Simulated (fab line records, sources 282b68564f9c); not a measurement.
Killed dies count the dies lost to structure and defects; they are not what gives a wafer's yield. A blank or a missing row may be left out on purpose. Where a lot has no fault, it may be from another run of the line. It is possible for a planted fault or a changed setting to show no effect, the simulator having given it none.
Problem report in the 8D (eight disciplines) form, filled by code    flow rit-cmos    the parts of the form that need people (team, actions taken, sign-off) are left out

== 1. THE PROBLEM ==
Mean of cd-nm at RIT_M1_CD_MEAS_09: 2583.5 nm across 6 wafers in 2 lots; on wafers with no fault it is 2599.8 nm (standard deviation 2.1). That puts it -7.8 standard deviations away from the usual mean.
The step: target cd 2600 nm.
First observed at day 6 19:43: wafer L808.4, on cd-sem-01. Wafers with a number at this step in the record: 42, from 14 lots. The rule behind "out" and "out of limits": a value lying over 4 standard deviations away from the usual mean. All remaining wafers that have a number are taken as sound.

== 2. WHAT IT IS AND WHAT IT IS NOT ==
question                     is                      is not
which readings at this step  cd-nm                   -
which lots                   L808, L809              L792, L794, L796, L797, L798, L799, L803, L804, L805, L806, L810, L815
which wafers of those lots   all that have a number  -
read on which gauges         cd-sem-01               cd-sem-02
when                         from day 6 19:43        up to then (30 sound wafers); but 6 sound wafers of L810, L815 came after

== 3. WHAT RULES OUT EACH SUSPECT ==
Counting: a tool at a process step up to the reading stays a suspect if it ran every lot that is out and no sound lot after the first of them.
- the gauge at RIT_M1_CD_MEAS_09: kept. All the wafers that are out were read on cd-sem-01, and no step on other tools shows them out.
- litho-track-01 at RIT_M1_COAT_04 (resist thk 1300 nm): kept. All lots that are out passed through it, beginning with L808 at day 6 18:53, and no sound lot followed; its final sound lot before that point was L806 at day 6 09:25.
Left after counting: litho-track-01 at RIT_M1_COAT_04, cd-sem-01 at RIT_M1_CD_MEAS_09.

== 4. THE CAUSE (what the simulator had put in) ==
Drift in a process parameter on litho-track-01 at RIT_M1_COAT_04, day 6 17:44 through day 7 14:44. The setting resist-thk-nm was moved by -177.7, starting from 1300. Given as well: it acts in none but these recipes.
Of the 2 suspects that counting leaves, this tool is one.

== 5. SEQUENCE OF EFFECTS, ordered by route ==
Rows list readings where the struck wafers' mean (over those with a number) sits beyond 3 standard deviations from the usual. Scope: only readings with a usual standard deviation given in the record; hours: median across lots of the time from each lot's start at the first step in this table that gives one to its start at this step; sigmas: change in usual standard deviations.
hours  step               reading  usual      on struck wafers  change  sigmas
0      RIT_M1_CD_MEAS_09  cd-nm    2599.8 nm  2583.5            -16.3   -7.8

== 6. WHAT WOULD HAVE CAUGHT IT SOONER ==
Counted from the fault's start at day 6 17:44, it took 2 hours until the first out-of-limits reading at a measuring or inspecting step in this record, taken at day 6 19:43.
Tool readings at RIT_M1_COAT_04 with a usual standard deviation given in the record: none out on any struck wafer, hence no alarm at a limit of 4 standard deviations on them.
Among the 2 lots that are out, L809 began RIT_M1_COAT_04 on litho-track-01 after day 6 19:43. Holding the tool at that time would have saved it.
